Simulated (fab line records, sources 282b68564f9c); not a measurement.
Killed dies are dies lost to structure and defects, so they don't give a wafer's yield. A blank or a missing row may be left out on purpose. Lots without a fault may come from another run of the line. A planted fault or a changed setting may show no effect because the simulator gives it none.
Tool commonality check | flow rit_cmos | 14 lots, 42 wafers sampled

WHY IT WAS OPENED
At RIT_ACTIVE_THK_MEAS_02 the reading ACTIVE_OXIDE_THK is flagged on 2 of 14 lots. Wafers without a fault read 46.9 nm, standard deviation 0.9.
Rule: a lot is flagged when every wafer of it that has a number lies more than 4 standard deviations from that mean, or none has a number. The other lots count as sound.

lot  | measured    | on            | ACTIVE_OXIDE_THK (nm), wafer by wafer | flag
L948 | day 1 12:04 | film_metro-01 | 47.5 47.5 47.3                        |
L949 | day 1 18:32 | film_metro-01 | 46.9 46.3 47.0                        |
L951 | day 2 04:02 | film_metro-02 | 46.2 46.0 45.6                        |
L952 | day 2 09:06 | film_metro-02 | 48.2 48.2 48.4                        |
L954 | day 2 18:49 | film_metro-01 | 46.4 46.6 46.6                        |
L956 | day 3 04:19 | film_metro-03 | 46.5 46.8 46.7                        |
L958 | day 3 14:41 | film_metro-02 | 46.6 46.2 46.8                        |
L960 | day 4 01:40 | film_metro-01 | 46.3 45.7 46.4                        |
L961 | day 4 05:22 | film_metro-02 | 48.4 49.1 48.2                        |
L963 | day 4 15:03 | film_metro-02 | 48.1 47.3 48.4                        |
L964 | day 4 20:51 | film_metro-02 | 45.8 45.6 45.4                        |
L965 | day 5 01:32 | film_metro-01 | 53.0 53.2 52.7                        | FLAGGED
L966 | day 5 06:03 | film_metro-01 | 48.0 47.6 47.4                        |
L967 | day 5 11:22 | film_metro-02 | 51.9 52.7 52.5                        | FLAGGED
The numbers of the flagged lots are 52.7 nm on average: +5.8 nm against the usual, or +6 standard deviations.

WHICH TOOL RAN EACH LOT
The record holds 1 process step before the reading, out of a route of 202 steps. In each cell: the tool, then ch and the chambers that the sampled wafers went through, then the start.
lot  | flag    | RIT_ACTIVE_OXIDATION_01
L948 |         | furnace-01 ch 0, day 1 10:07
L949 |         | furnace-04 ch 0, day 1 16:37
L951 |         | furnace-03 ch 0, day 2 02:06
L952 |         | furnace-01 ch 0, day 2 07:10
L954 |         | furnace-04 ch 0, day 2 16:53
L956 |         | furnace-04 ch 0, day 3 02:22
L958 |         | furnace-01 ch 0, day 3 12:46
L960 |         | furnace-04 ch 0, day 3 23:43
L961 |         | furnace-03 ch 0, day 4 03:25
L963 |         | furnace-03 ch 0, day 4 13:07
L964 |         | furnace-04 ch 0, day 4 18:55
L965 | FLAGGED | furnace-03 ch 0, day 4 23:37
L966 |         | furnace-01 ch 0, day 5 04:07
L967 | FLAGGED | furnace-03 ch 0, day 5 09:26
What these steps do:
- RIT_ACTIVE_OXIDATION_01: target thk 46.8 nm, ox time 3360 s.
- RIT_ACTIVE_THK_MEAS_02

FLAGGED OVER TOTAL, TOOL BY TOOL (the gauges that took the reading come last)
step                    | tool          | lots run | flagged | share of the flagged lots | sound lots run after its first flagged lot
RIT_ACTIVE_OXIDATION_01 | furnace-01    | 4        | 0       | none                      | -
RIT_ACTIVE_OXIDATION_01 | furnace-03    | 5        | 2       | all                       | 0
RIT_ACTIVE_OXIDATION_01 | furnace-04    | 5        | 0       | none                      | -
RIT_ACTIVE_THK_MEAS_02  | film_metro-01 | 6        | 1       | some                      | 1 (L966)
RIT_ACTIVE_THK_MEAS_02  | film_metro-02 | 7        | 1       | some                      | 0
RIT_ACTIVE_THK_MEAS_02  | film_metro-03 | 1        | 0       | none                      | -

WHAT THE TABLE ALLOWS
1 row of the table ran every flagged lot: furnace-03 at RIT_ACTIVE_OXIDATION_01.
- furnace-03 at RIT_ACTIVE_OXIDATION_01: 2 of its 5 lots flagged. Its last sound lot is L963 (day 4 13:07), its first flagged lot L965 (day 4 23:37): a fault that began between those two fits.
One tool is left: furnace-03 at RIT_ACTIVE_OXIDATION_01.

WHAT THE SIMULATOR HAD PUT IN
Process parameter drift: furnace-03, from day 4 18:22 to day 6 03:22, at RIT_ACTIVE_OXIDATION_01. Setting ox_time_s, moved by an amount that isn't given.
Lots struck among those shown: L965, L967. The rule above found the same.
